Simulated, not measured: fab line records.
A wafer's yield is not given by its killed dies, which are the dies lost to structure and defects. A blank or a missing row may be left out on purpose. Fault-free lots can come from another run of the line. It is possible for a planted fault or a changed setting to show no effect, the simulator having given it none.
8D (eight disciplines) problem report, filled in by code :: flow berkeley cmos170 :: the parts of the form that need people (team, actions taken, sign-off) are left out

== 1. WHAT IS WRONG ==
Mean of oes product au at UCB170_PWELL_STRIP_16: 0.793 a.u. across 6 wafers in 2 lots; on wafers with no fault it is 0.720 a.u. (standard deviation 0.0041). Relative to the usual mean, that is a shift of +18 standard deviations.
The step: strips in O2.
The first sign was on wafer L498.2 at day 5 23:44, on plasma asher-01. At this step, 42 wafers from 14 lots have a number in the record. Rule for "out" (also "out of limits"): further than 4 standard deviations from the usual mean. The other wafers with a number count as sound.

== 2. WHAT IT IS, WHAT IT ISN'T ==
question: which readings at this step
is: oes product au
is not: drypump motor current A, strip time to endpoint s

question: which lots
is: L498, L501
is not: L484, L485, L486, L488, L489, L490, L492, L493, L502, L503, L504, L505

question: which wafers of those lots
is: all that have a number
is not: -

question: read on which tools
is: plasma asher-01
is not: plasma asher-02, plasma asher-03

question: when
is: from day 5 23:44
is not: up to then (24 sound wafers); but 12 sound wafers of L502, L503, L504, L505 came after

== 3. SUSPECTS, AND WHAT RULES EACH OUT ==
Counting: a tool stays on the suspect list if, at a process step up to the reading, it processed all lots that are out and no sound lot following the first of them.
- plasma asher-01 at UCB170_PWELL_STRIP_16 (strips in O2): kept. It processed each lot that is out, first L498 at day 5 23:44, and no sound lot thereafter; up to then, the last sound lot it processed was L485 at day 3 02:55. Its own oes product au readings are out on those wafers.
After counting, what remains is plasma asher-01 at UCB170_PWELL_STRIP_16.

== 4. THE CAUSE (what the simulator had put in) ==
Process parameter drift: plasma asher-01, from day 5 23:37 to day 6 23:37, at UCB170_PWELL_STRIP_16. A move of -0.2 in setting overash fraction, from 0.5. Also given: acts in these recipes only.
This tool alone remained once counting was done.

== 5. SEQUENCE OF EFFECTS, ordered by route ==
Each row: a reading whose mean over the struck wafers that have a number lies more than 3 standard deviations from the usual. Scope: only readings with a usual standard deviation given in the record; hours: median across lots of the time from each lot's start at the first step in this table that gives one to its start at this step; sigmas: change in usual standard deviations.
hours: 0
step: UCB170_PWELL_STRIP_16
reading: oes product au
usual: 0.720 a.u.
on struck wafers: 0.793
change: +0.073
sigmas: +18
Process steps it contains:
- UCB170_PWELL_STRIP_16: strips in O2.
At these later measuring or inspecting steps, every struck wafer for which the step has a row has a number for every such reading, and none has moved that far: UCB170_PVT_TW_MEAS_09, UCB170_PLDD_OVL_MEAS_07.

== 6. HOW IT WOULD HAVE BEEN CAUGHT EARLIER ==
0 hours passed between the start of the fault at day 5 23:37 and the first reading out of limits in this record, taken at day 5 23:44.
